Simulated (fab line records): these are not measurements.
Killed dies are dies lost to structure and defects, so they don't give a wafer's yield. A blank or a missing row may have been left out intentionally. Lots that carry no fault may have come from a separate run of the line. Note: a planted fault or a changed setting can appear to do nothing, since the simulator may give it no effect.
Commonality check across tools ; flow ritCmos ; 13 lots, 39 wafers sampled

== THE REASON FOR OPENING IT ==
1 of 13 lots carry a flag on the reading NWELL_TW at RIT_NWELL_TW_MEAS_10. Fault-free wafers read 2146, with a standard deviation of 14.
Rule: a lot is flagged when every wafer of it that has a number lies more than 4 standard deviations from that mean, or none has a number. All remaining lots are regarded as sound.

lot;measured;on;NWELL_TW, wafer by wafer;flag
L507;day 2 16:46;filmMetro-01;2161 2144 2155;
L509;day 3 04:01;filmMetro-03;2133 2145 2138;
L510;day 3 04:16;filmMetro-04;2156 2156 2152;
L511;day 3 09:07;filmMetro-01;2146 2143 2142;
L512;day 3 12:56;filmMetro-03;2132 2124 2132;
L513;day 3 18:00;filmMetro-03;2133 2131 2143;
L516;day 4 10:21;filmMetro-03;2145 2143 2144;
L517;day 4 14:41;filmMetro-03;2148 2141 2151;
L519;day 5 01:13;filmMetro-04;30 30 30;FLAGGED
L520;day 5 05:20;filmMetro-04;2158 2168 2178;
L521;day 5 11:25;filmMetro-03;2146 2156 2144;
L524;day 6 03:15;filmMetro-01;2131 2128 2133;
L527;day 6 18:10;filmMetro-01;2133 2127 2139;
Flagged lots average 30: -2116 relative to the usual, that is -99 or more standard deviations.

== LOT BY LOT: THE TOOL USED ==
The record holds 1 process step before the reading, out of a route of 202 steps. Read each cell as the tool, then ch plus the chambers that the sampled wafers visited, then the start.
lot;flag;RIT_NWELL_EXPOSE_03
L507;;ilineStepper-01 ch 0, day 2 15:44
L509;;ilineStepper-02 ch 0, day 3 02:58
L510;;ilineStepper-01 ch 0, day 3 03:14
L511;;ilineStepper-01 ch 0, day 3 08:05
L512;;ilineStepper-01 ch 0, day 3 11:55
L513;;ilineStepper-02 ch 0, day 3 16:58
L516;;ilineStepper-02 ch 0, day 4 09:12
L517;;ilineStepper-01 ch 0, day 4 13:29
L519;FLAGGED;ilineStepper-01 ch 0, day 5 00:11
L520;;ilineStepper-02 ch 0, day 5 04:19
L521;;ilineStepper-01 ch 0, day 5 10:23
L524;;ilineStepper-01 ch 0, day 6 02:13
L527;;ilineStepper-01 ch 0, day 6 17:08
What is done by these steps:
- RIT_NWELL_EXPOSE_03: exposes mask M2, target cd 43900 nm.
- RIT_NWELL_TW_MEAS_10

== FLAGGED OVER TOTAL, TOOL BY TOOL (the gauges that took the reading come last) ==
step;tool;lots run;flagged;share of the flagged lots;sound lots run after its first flagged lot
RIT_NWELL_EXPOSE_03;ilineStepper-01;9;1;all;3 (L521,L524,L527)
RIT_NWELL_EXPOSE_03;ilineStepper-02;4;0;none;-
RIT_NWELL_TW_MEAS_10;filmMetro-01;4;0;none;-
RIT_NWELL_TW_MEAS_10;filmMetro-03;6;0;none;-
RIT_NWELL_TW_MEAS_10;filmMetro-04;3;1;all;1 (L520)

== WHAT THE TABLE ALLOWS ==
ilineStepper-01 at RIT_NWELL_EXPOSE_03 and filmMetro-04 at RIT_NWELL_TW_MEAS_10 are the 2 rows of the table that ran each flagged lot.
- ilineStepper-01 at RIT_NWELL_EXPOSE_03: 1 of its 9 lots flagged. Sound lots ran on it after the first flagged one (L521, L524, L527), which a lasting fault on the whole tool wouldn't allow.
- filmMetro-04 at RIT_NWELL_TW_MEAS_10: 1 of its 3 lots flagged. Sound lots ran on it after the first flagged one (L520), which a lasting fault on the whole tool wouldn't allow.
Not one row of the table ran every flagged lot while running no sound lot after the first.

== WHAT WAS PUT IN BY THE SIMULATOR ==
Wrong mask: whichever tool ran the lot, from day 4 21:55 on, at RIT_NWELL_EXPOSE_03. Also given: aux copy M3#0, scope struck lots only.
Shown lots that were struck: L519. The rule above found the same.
